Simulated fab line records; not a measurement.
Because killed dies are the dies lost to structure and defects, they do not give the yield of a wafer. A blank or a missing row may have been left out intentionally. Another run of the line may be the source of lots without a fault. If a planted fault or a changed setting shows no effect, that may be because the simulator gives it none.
Comparing a struck lot with a sound one + flow rit-cmos + 15 out of 202 route steps
Sound: the wafers L157.1, L157.2, L157.6. Struck: wafers L169.2, L169.3, L169.5. At the end, the cause is stated.
For every step that has rows: the tool of each side, followed by ch and its chambers, followed by its first start. Under that, the readings that differ: sound wafers + struck wafers + difference of the means + sigmas: that difference in standard deviations of wafers without a fault.
alike: same words and numbers on both sides, and readings whose means sit less than 2 such deviations apart. not compared: any withheld reading, any reading some wafer has no value for, any bound like >300 that may hide the same value, and any number with overlapping values for which the record gives no deviation.
A row with sigmas, a row that says differs or no value, or rows on one side alone: a step with any of these is where the two part. Numbers that don't overlap but have no deviation are shown without sigmas and don't part them. Lack of a reading on every wafer of one side parts them only where that side has two or more wafers.

first, 1 step without rows for these wafers: RIT_NSD_IMPLANT_08.
RIT_NSD_STRIP_09: strips in O2, time 180 s.
  sound on plasma-asher-03 ch 0,1, day 3 07:26; struck on plasma-asher-01 ch 0,1, day 5 23:23
  alike: drypump-motor-current-A, rf-refl-power-W, run-length-s
  not compared: rf-hours-counter-h
RIT_NSD_TW_MEAS_10:
  sound: film-metro-03 at day 3 07:36; struck: film-metro-03 at day 5 23:35
  alike: NSD_TW
then, 2 steps without rows for these wafers: RIT_PSD_HMDS_00 (prime time 60 s); RIT_PSD_COAT_01 (resist thk 1000 nm).
RIT_PSD_SOFTBAKE_02: time 62.92 s.
  sound on litho-track-03 ch 0, day 3 07:58; struck on litho-track-04 ch 0, day 5 23:57
  alike: plate-sensor-t-centre-C, plate-sensor-t-edge-C
then, 3 steps without rows for these wafers: RIT_PSD_EXPOSE_03 (exposes mask M10, target cd 40900 nm); RIT_PSD_PEB_04; RIT_PSD_DEVELOP_05 (develop time 50 s).
RIT_PSD_OVL_MEAS_06:
  sound: overlay-01 at day 3 08:41; struck: overlay-01 at day 6 00:37
  alike: PSD_OVL
then, 2 steps without rows for these wafers: RIT_PSD_HARDBAKE_07 (time 60 s); RIT_PSD_IMPLANT_08.
RIT_PSD_STRIP_09: strips in O2, time 180 s.
  sound on plasma-asher-01 ch 0,1, day 3 09:02; struck on plasma-asher-01 ch 0,1, day 6 00:56
| reading                                  | sound             | struck            | difference | sigmas      |
|------------------------------------------|-------------------|-------------------|------------|-------------|
| run-length-s (s)                         | 208.8 208.1 207.6 | 117.0 117.5 117.4 | -90.9      | -99 or more |
| model.NOVOLAK_of_PSD_COAT_01.thk-nm (nm) | 0 0 0             | 186.6 187.5 185   | +186.4     |             |
  alike: drypump-motor-current-A, rf-refl-power-W
  not compared: rf-hours-counter-h
RIT_PSD_TW_MEAS_10:
  sound: film-metro-02 at day 3 09:12; struck: film-metro-04 at day 6 01:08
  alike: PSD_TW
RIT_M1_PROBE_99:
  sound: prober-01 at day 3 17:25; struck: prober-02 at day 6 08:58
| reading             | sound  | struck      | difference | sigmas |
|---------------------|--------|-------------|------------|--------|
| killed-at-front-end | 3 10 3 | 264 264 264 | +259       | +89    |
| killed-dies         | 3 10 3 | 264 264 264 | +259       | +89    |
| killed-on-rim       | 0 2 2  | 70 70 70    | +69        | +49    |
  alike: killed-at-contacts, killed-open, killed-short

## WHERE THEY PART
At RIT_PSD_STRIP_09 first; at RIT_M1_PROBE_99 last (within this record only).

WHY: what the simulator had put in
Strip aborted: plasma-asher-01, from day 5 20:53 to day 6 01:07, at RIT_PSD_STRIP_09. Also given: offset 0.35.
